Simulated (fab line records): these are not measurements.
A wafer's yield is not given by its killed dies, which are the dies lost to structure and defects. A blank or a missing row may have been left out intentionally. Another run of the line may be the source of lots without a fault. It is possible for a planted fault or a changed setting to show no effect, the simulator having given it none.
Split-lot trial :: flow rit-cmos :: on a route of 202 steps: 5 lots, 23 wafers read

ABOUT THE SPLIT
At RIT_SPACER_CVD_03 (deposits Si3N4 from SiH2Cl2/NH3, target thk 250 nm, time 3300 s), the setting nh3-flow-sccm was moved away from the recipe's 150 sccm on 15 of the 23 wafers read, by -9.1% to +12.5%. The other wafers ran this setting at the recipe's value.

Split to reading: the file shows no intervening step.

THE READING
oes-product-au, in a.u., at RIT_SPACER_ETCHBACK_05 (etches Si3N4 in SF6/CHF3, stops on SiO2, target depth 250 nm, time 240 s). Fault-free wafers of this fab line usually give 0.838 a.u., standard deviation 0.017 a.u.

wafer: L076.1
tool, chamber at the split: -, -
nh3-flow-sccm as run, sccm: 150
against the recipe: recipe
oes-product-au, a.u.: 0.820
against lot-mates on the recipe: -

wafer: L076.2
tool, chamber at the split: -, -
nh3-flow-sccm as run, sccm: 150
against the recipe: recipe
oes-product-au, a.u.: 0.829
against lot-mates on the recipe: -

wafer: L076.3
tool, chamber at the split: -, -
nh3-flow-sccm as run, sccm: 150
against the recipe: recipe
oes-product-au, a.u.: 0.834
against lot-mates on the recipe: -

wafer: L076.5
tool, chamber at the split: -, -
nh3-flow-sccm as run, sccm: 150
against the recipe: recipe
oes-product-au, a.u.: 0.861
against lot-mates on the recipe: -

wafer: L076.6
tool, chamber at the split: -, -
nh3-flow-sccm as run, sccm: 150
against the recipe: recipe
oes-product-au, a.u.: 0.838
against lot-mates on the recipe: -

wafer: L078.1
tool, chamber at the split: -, -
nh3-flow-sccm as run, sccm: 141.7
against the recipe: -5.5%
oes-product-au, a.u.: 0.814
against lot-mates on the recipe: no lot-mate on the recipe

wafer: L078.2
tool, chamber at the split: -, -
nh3-flow-sccm as run, sccm: 141.7
against the recipe: -5.5%
oes-product-au, a.u.: 0.803
against lot-mates on the recipe: no lot-mate on the recipe

wafer: L078.4
tool, chamber at the split: -, -
nh3-flow-sccm as run, sccm: 141.7
against the recipe: -5.5%
oes-product-au, a.u.: 0.815
against lot-mates on the recipe: no lot-mate on the recipe

wafer: L078.5
tool, chamber at the split: -, -
nh3-flow-sccm as run, sccm: 141.7
against the recipe: -5.5%
oes-product-au, a.u.: 0.804
against lot-mates on the recipe: no lot-mate on the recipe

wafer: L078.6
tool, chamber at the split: -, -
nh3-flow-sccm as run, sccm: 141.7
against the recipe: -5.5%
oes-product-au, a.u.: 0.813
against lot-mates on the recipe: no lot-mate on the recipe

wafer: L080.3
tool, chamber at the split: lpcvd-01, 0
nh3-flow-sccm as run, sccm: 150
against the recipe: recipe
oes-product-au, a.u.: 0.839
against lot-mates on the recipe: -

wafer: L080.5
tool, chamber at the split: lpcvd-01, 0
nh3-flow-sccm as run, sccm: 150
against the recipe: recipe
oes-product-au, a.u.: 0.853
against lot-mates on the recipe: -

wafer: L080.6
tool, chamber at the split: lpcvd-01, 0
nh3-flow-sccm as run, sccm: 150
against the recipe: recipe
oes-product-au, a.u.: 0.840
against lot-mates on the recipe: -

wafer: L081.1
tool, chamber at the split: -, -
nh3-flow-sccm as run, sccm: 136.3
against the recipe: -9.1%
oes-product-au, a.u.: 0.818
against lot-mates on the recipe: no lot-mate on the recipe

wafer: L081.2
tool, chamber at the split: -, -
nh3-flow-sccm as run, sccm: 136.3
against the recipe: -9.1%
oes-product-au, a.u.: 0.815
against lot-mates on the recipe: no lot-mate on the recipe

wafer: L081.4
tool, chamber at the split: -, -
nh3-flow-sccm as run, sccm: 136.3
against the recipe: -9.1%
oes-product-au, a.u.: 0.796
against lot-mates on the recipe: no lot-mate on the recipe

wafer: L081.5
tool, chamber at the split: -, -
nh3-flow-sccm as run, sccm: 136.3
against the recipe: -9.1%
oes-product-au, a.u.: 0.815
against lot-mates on the recipe: no lot-mate on the recipe

wafer: L081.6
tool, chamber at the split: -, -
nh3-flow-sccm as run, sccm: 136.3
against the recipe: -9.1%
oes-product-au, a.u.: 0.812
against lot-mates on the recipe: no lot-mate on the recipe

wafer: L082.2
tool, chamber at the split: -, -
nh3-flow-sccm as run, sccm: 168.8
against the recipe: +12.5%
oes-product-au, a.u.: 0.917
against lot-mates on the recipe: no lot-mate on the recipe

wafer: L082.3
tool, chamber at the split: -, -
nh3-flow-sccm as run, sccm: 168.8
against the recipe: +12.5%
oes-product-au, a.u.: 0.915
against lot-mates on the recipe: no lot-mate on the recipe

wafer: L082.4
tool, chamber at the split: -, -
nh3-flow-sccm as run, sccm: 168.8
against the recipe: +12.5%
oes-product-au, a.u.: 0.898
against lot-mates on the recipe: no lot-mate on the recipe

wafer: L082.5
tool, chamber at the split: -, -
nh3-flow-sccm as run, sccm: 168.8
against the recipe: +12.5%
oes-product-au, a.u.: 0.913
against lot-mates on the recipe: no lot-mate on the recipe

wafer: L082.6
tool, chamber at the split: -, -
nh3-flow-sccm as run, sccm: 168.8
against the recipe: +12.5%
oes-product-au, a.u.: 0.912
against lot-mates on the recipe: no lot-mate on the recipe

THE FIT
A straight line over all 23 wafers: oes-product-au changes by +0.00491 a.u. for each +1% of nh3-flow-sccm; r = +0.96; the points scatter about the line by 0.012 a.u.
Too few moved wafers have a lot-mate on the recipe to fit a line with each lot's own level taken away.

THE WHOLE CHAIN: every reading that the file lists as answering this split, in the file's order
step: RIT_SPACER_ETCHBACK_05
what it does: etches Si3N4 in SF6/CHF3, stops on SiO2, target depth 250 nm, time 240 s
reading: oes-product-au
change (the file's fit): +0.00491 a.u. for each +1% of the setting
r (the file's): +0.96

step: RIT_SDANNEAL_CLEAN_00
what it does: cleans in SC1, time 600 s
reading: Si3N4_of_SPACER_CVD_03.thk-nm (the simulator's own value, which no gauge read)
change (the file's fit): +1.35 nm for each +1% of the setting
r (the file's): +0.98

THE FILE'S OWN FIT
oes-product-au changes by +0.00491 a.u. for each +1% of nh3-flow-sccm, r = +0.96.
